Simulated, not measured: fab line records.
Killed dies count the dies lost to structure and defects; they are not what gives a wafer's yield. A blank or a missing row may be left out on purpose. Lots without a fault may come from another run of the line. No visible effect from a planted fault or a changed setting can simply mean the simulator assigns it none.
Check of tool commonality :: flow ritCmos :: Sample size 14 lots and 48 wafers

== WHY IT WAS OPENED ==
At RIT_CONTACT_THK_MEAS_01 the reading CONTACT_TEOS_THK is flagged on 2 of 14 lots. No-fault wafers: 393 nm, standard deviation 5.3.
Rule: flag the lot when none of its wafers has a number, or when each of its wafers that has one lies beyond 4 standard deviations from that mean. The other lots count as sound.

lot: L558
measured: day 3 09:08
on: filmMetro-04
CONTACT_TEOS_THK (nm), wafer by wafer: 386 392 391
flag: 

lot: L559
measured: day 3 15:44
on: filmMetro-02
CONTACT_TEOS_THK (nm), wafer by wafer: 391 396 398
flag: 

lot: L560
measured: day 3 19:16
on: filmMetro-03
CONTACT_TEOS_THK (nm), wafer by wafer: 391 384 396
flag: 

lot: L561
measured: day 4 01:54
on: filmMetro-03
CONTACT_TEOS_THK (nm), wafer by wafer: 386 392 392
flag: 

lot: L562
measured: day 4 07:59
on: filmMetro-04
CONTACT_TEOS_THK (nm), wafer by wafer: 391 391 395
flag: 

lot: L563
measured: day 4 09:16
on: filmMetro-03
CONTACT_TEOS_THK (nm), wafer by wafer: 392 399 392
flag: 

lot: L570
measured: day 5 16:46
on: filmMetro-02
CONTACT_TEOS_THK (nm), wafer by wafer: 450 446 455 450 447 456
flag: FLAGGED

lot: L573
measured: day 6 15:38
on: filmMetro-02
CONTACT_TEOS_THK (nm), wafer by wafer: 456 467 459 456 467 459
flag: FLAGGED

lot: L574
measured: day 6 18:11
on: filmMetro-04
CONTACT_TEOS_THK (nm), wafer by wafer: 381 391 399
flag: 

lot: L575
measured: day 6 21:21
on: filmMetro-02
CONTACT_TEOS_THK (nm), wafer by wafer: 389 404 401
flag: 

lot: L577
measured: day 7 20:50
on: filmMetro-02
CONTACT_TEOS_THK (nm), wafer by wafer: 384 391 393
flag: 

lot: L578
measured: day 8 02:44
on: filmMetro-03
CONTACT_TEOS_THK (nm), wafer by wafer: 394 392 401
flag: 

lot: L580
measured: day 8 04:37
on: filmMetro-03
CONTACT_TEOS_THK (nm), wafer by wafer: 388 395 403
flag: 

lot: L581
measured: day 8 13:06
on: filmMetro-03
CONTACT_TEOS_THK (nm), wafer by wafer: 395 400 398
flag: 
On average the flagged lots' numbers are 456 nm, which is +63 nm against the usual, or +12 standard deviations.

== WHICH TOOL EACH LOT WENT THROUGH ==
The record keeps 1 process step preceding the reading, out of 202 steps on the route. Read each cell as the tool, then ch plus the chambers that the sampled wafers visited, then the start.
lot: L558
flag: 
RIT_CONTACT_CVD_00: pecvd-03 ch 0, day 3 09:04

lot: L559
flag: 
RIT_CONTACT_CVD_00: pecvd-01 ch 0,1,2, day 3 15:40

lot: L560
flag: 
RIT_CONTACT_CVD_00: pecvd-04 ch 0,1,2, day 3 19:11

lot: L561
flag: 
RIT_CONTACT_CVD_00: pecvd-03 ch 0,1, day 4 01:50

lot: L562
flag: 
RIT_CONTACT_CVD_00: pecvd-01 ch 0,1, day 4 07:54

lot: L563
flag: 
RIT_CONTACT_CVD_00: pecvd-04 ch 0,1,2, day 4 09:13

lot: L570
flag: FLAGGED
RIT_CONTACT_CVD_00: pecvd-03 ch 1,2, day 5 16:43

lot: L573
flag: FLAGGED
RIT_CONTACT_CVD_00: pecvd-03 ch 0,2, day 6 15:34

lot: L574
flag: 
RIT_CONTACT_CVD_00: pecvd-01 ch 0,2, day 6 18:08

lot: L575
flag: 
RIT_CONTACT_CVD_00: pecvd-04 ch 1,2, day 6 21:17

lot: L577
flag: 
RIT_CONTACT_CVD_00: pecvd-01 ch 0,1, day 7 20:47

lot: L578
flag: 
RIT_CONTACT_CVD_00: pecvd-04 ch 1,2, day 8 02:41

lot: L580
flag: 
RIT_CONTACT_CVD_00: pecvd-01 ch 0,2, day 8 04:34

lot: L581
flag: 
RIT_CONTACT_CVD_00: pecvd-04 ch 1,2, day 8 13:03
What these steps do:
- RIT_CONTACT_CVD_00: deposits SiO2 from TEOS, target thk 400 nm, time 61 s.
- RIT_CONTACT_THK_MEAS_01

== FLAGGED OVER TOTAL, TOOL BY TOOL (the gauges that took the reading come last) ==
step: RIT_CONTACT_CVD_00
tool: pecvd-01
lots run: 5
flagged: 0
share of the flagged lots: none
sound lots run after its first flagged lot: -

step: RIT_CONTACT_CVD_00
tool: pecvd-03
lots run: 4
flagged: 2
share of the flagged lots: all
sound lots run after its first flagged lot: 0

step: RIT_CONTACT_CVD_00
tool: pecvd-04
lots run: 5
flagged: 0
share of the flagged lots: none
sound lots run after its first flagged lot: -

step: RIT_CONTACT_THK_MEAS_01
tool: filmMetro-02
lots run: 5
flagged: 2
share of the flagged lots: all
sound lots run after its first flagged lot: 2 (L575,L577)

step: RIT_CONTACT_THK_MEAS_01
tool: filmMetro-03
lots run: 6
flagged: 0
share of the flagged lots: none
sound lots run after its first flagged lot: -

step: RIT_CONTACT_THK_MEAS_01
tool: filmMetro-04
lots run: 3
flagged: 0
share of the flagged lots: none
sound lots run after its first flagged lot: -

== THE TABLE: WHAT IT ALLOWS ==
Rows of the table that ran all the flagged lots, 2 in number: pecvd-03 at RIT_CONTACT_CVD_00; filmMetro-02 at RIT_CONTACT_THK_MEAS_01.
- pecvd-03 at RIT_CONTACT_CVD_00 ran 4 lots, 2 of them flagged. Its last sound lot is L561 (day 4 01:50), its first flagged lot L570 (day 5 16:43): a fault that began between those two fits.
- filmMetro-02 at RIT_CONTACT_THK_MEAS_01 ran 5 lots, 2 of them flagged. After the first flagged lot (L575, L577), sound lots still ran on it; a lasting fault on the whole tool would not permit that.
pecvd-03 at RIT_CONTACT_CVD_00 is the single tool remaining.

== WHAT WAS PUT IN BY THE SIMULATOR ==
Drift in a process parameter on pecvd-03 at RIT_CONTACT_CVD_00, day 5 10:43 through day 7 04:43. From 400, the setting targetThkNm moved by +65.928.
Lots struck among those shown: L570, L573. The rule above reached the same finding.
